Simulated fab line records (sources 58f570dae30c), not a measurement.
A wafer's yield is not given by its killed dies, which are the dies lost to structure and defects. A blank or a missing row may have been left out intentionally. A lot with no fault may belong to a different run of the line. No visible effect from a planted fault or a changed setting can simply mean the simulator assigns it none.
Split-lot study + flow berkeleyCmos170 + 17 wafers read across 5 lots, on a route 331 steps long

== SPLIT DETAILS ==
At UCB170_M1_COAT_04 (resist thk 900 nm), the setting resistThkNm was moved away from the recipe's 900 nm on 7 of the 17 wafers read, by -5.4% to +5.2%. For the rest of the wafers, this setting stayed at what the recipe calls for.

== FROM THE SPLIT TO THE READING: what the file shows between them, 3 steps ==
- UCB170_M1_SOFTBAKE_05: time 60 s
- UCB170_M1_EXPOSE_06: exposes mask METAL1, target cd 700 nm
- UCB170_M1_ETCH_11: etches BARC in N2/H2

== THE READING ==
KrF_of_M1_COAT_04.thkNm (the simulator's own value, which no gauge read), in nm, at UCB170_M1_METAL_ETCH_12 (etches Al in Cl2/BCl3, stops on PSG, target depth 780 nm, time 130 s). The file gives no usual value for it. Here, 10 wafers ran the recipe; their average is 437.0 nm with a standard deviation of 7.7 nm.

| wafer  | tool, chamber at the split | resistThkNm as run, nm | against the recipe | KrF_of_M1_COAT_04.thkNm, nm | against lot-mates on the recipe |
|--------|----------------------------|------------------------|--------------------|-----------------------------|---------------------------------|
| L074.1 | lithoTrack-03, 0           | 900                    | recipe             | 429.2                       | -                               |
| L074.5 | lithoTrack-03, 0           | 900                    | recipe             | 430                         | -                               |
| L074.6 | lithoTrack-03, 0           | 939.8                  | +4.4%              | 486.7                       | +57.1                           |
| L080.3 | lithoTrack-03, 0           | 900                    | recipe             | 454.9                       | -                               |
| L080.4 | lithoTrack-03, 0           | 900                    | recipe             | 437.6                       | -                               |
| L080.5 | lithoTrack-03, 0           | 946.9                  | +5.2%              | 483                         | +36.8                           |
| L082.2 | lithoTrack-02, 0           | 900                    | recipe             | 437                         | -                               |
| L082.4 | lithoTrack-02, 0           | 900                    | recipe             | 432.4                       | -                               |
| L082.6 | lithoTrack-02, 0           | 900                    | recipe             | 433.7                       | -                               |
| L081.2 | lithoTrack-03, 0           | 851.2                  | -5.4%              | 381.7                       | -48.7                           |
| L081.4 | lithoTrack-03, 0           | 900                    | recipe             | 430.4                       | -                               |
| L081.5 | lithoTrack-03, 0           | 851.2                  | -5.4%              | 388                         | -42.4                           |
| L083.1 | lithoTrack-02, 0           | 900                    | recipe             | 439.1                       | -                               |
| L083.3 | lithoTrack-02, 0           | 900                    | recipe             | 445.9                       | -                               |
| L083.4 | lithoTrack-02, 0           | 935.4                  | +3.9%              | 466.1                       | +23.6                           |
| L083.5 | lithoTrack-02, 0           | 935.4                  | +3.9%              | 485                         | +42.5                           |
| L083.6 | lithoTrack-02, 0           | 935.4                  | +3.9%              | 467.4                       | +24.9                           |

FIT RESULTS
A straight line over all 17 wafers: KrF_of_M1_COAT_04.thkNm changes by +9.54 nm for each +1% of resistThkNm; r = +0.97; the points scatter about the line by 7.8 nm.
The same after taking each lot's own level away (the mean of its wafers on the recipe; 17 wafers): +8.52 nm for each +1%; r = +0.96; scatter 7.7 nm.
According to that fit, moving resistThkNm by its largest amount changes the reading by 46 nm.
Measured against the standard deviation above, the lots' own levels, which go from 429.60 to 446.25 nm, span 2.2 times it.
So the lot-to-lot level changes the slope: the two fits differ.
Check: for one of the wafers moved furthest among these (-5.4%), held out of the fit, the line's prediction against its lot-mates is -44.7 nm. It came out at -48.7 nm against them.

== FURTHER SPLITS ON THESE WAFERS ==
Before the reading, these wafers also passed through other splits. Each is held against what the fit with the lots' levels taken away leaves over:
| other split on the same wafers    | wafers away from the commonest value | r with KrF_of_M1_COAT_04.thkNm (lot level and that fit taken away) |
|-----------------------------------|--------------------------------------|--------------------------------------------------------------------|
| UCB170_SDANNEAL_RTA_01 timeS      | 5                                    | -0.26                                                              |
| UCB170_SILICIDE_SPUTTER_01 powerW | 6                                    | +0.21                                                              |
| UCB170_M1_SPUTTER_00 powerW       | 0                                    | -                                                                  |

== THE WHOLE CHAIN: every reading that the file lists as answering this split, in the file's order ==
| step                    | what it does                                                         | reading                                                                  | change (the file's fit)              | r (the file's) |
|-------------------------|----------------------------------------------------------------------|--------------------------------------------------------------------------|--------------------------------------|----------------|
| UCB170_M1_COAT_04       | resist thk 900 nm                                                    | KrF_of_M1_COAT_04.thkNm (the simulator's own value, which no gauge read) | +8.89 nm for each +1% of the setting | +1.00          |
| UCB170_M1_METAL_ETCH_12 | etches Al in Cl2/BCl3, stops on PSG, target depth 780 nm, time 130 s | KrF_of_M1_COAT_04.thkNm (the simulator's own value, which no gauge read) | +8.71 nm for each +1% of the setting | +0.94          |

== THE FILE'S OWN FIT ==
KrF_of_M1_COAT_04.thkNm changes by +8.71 nm for each +1% of resistThkNm, r = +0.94.
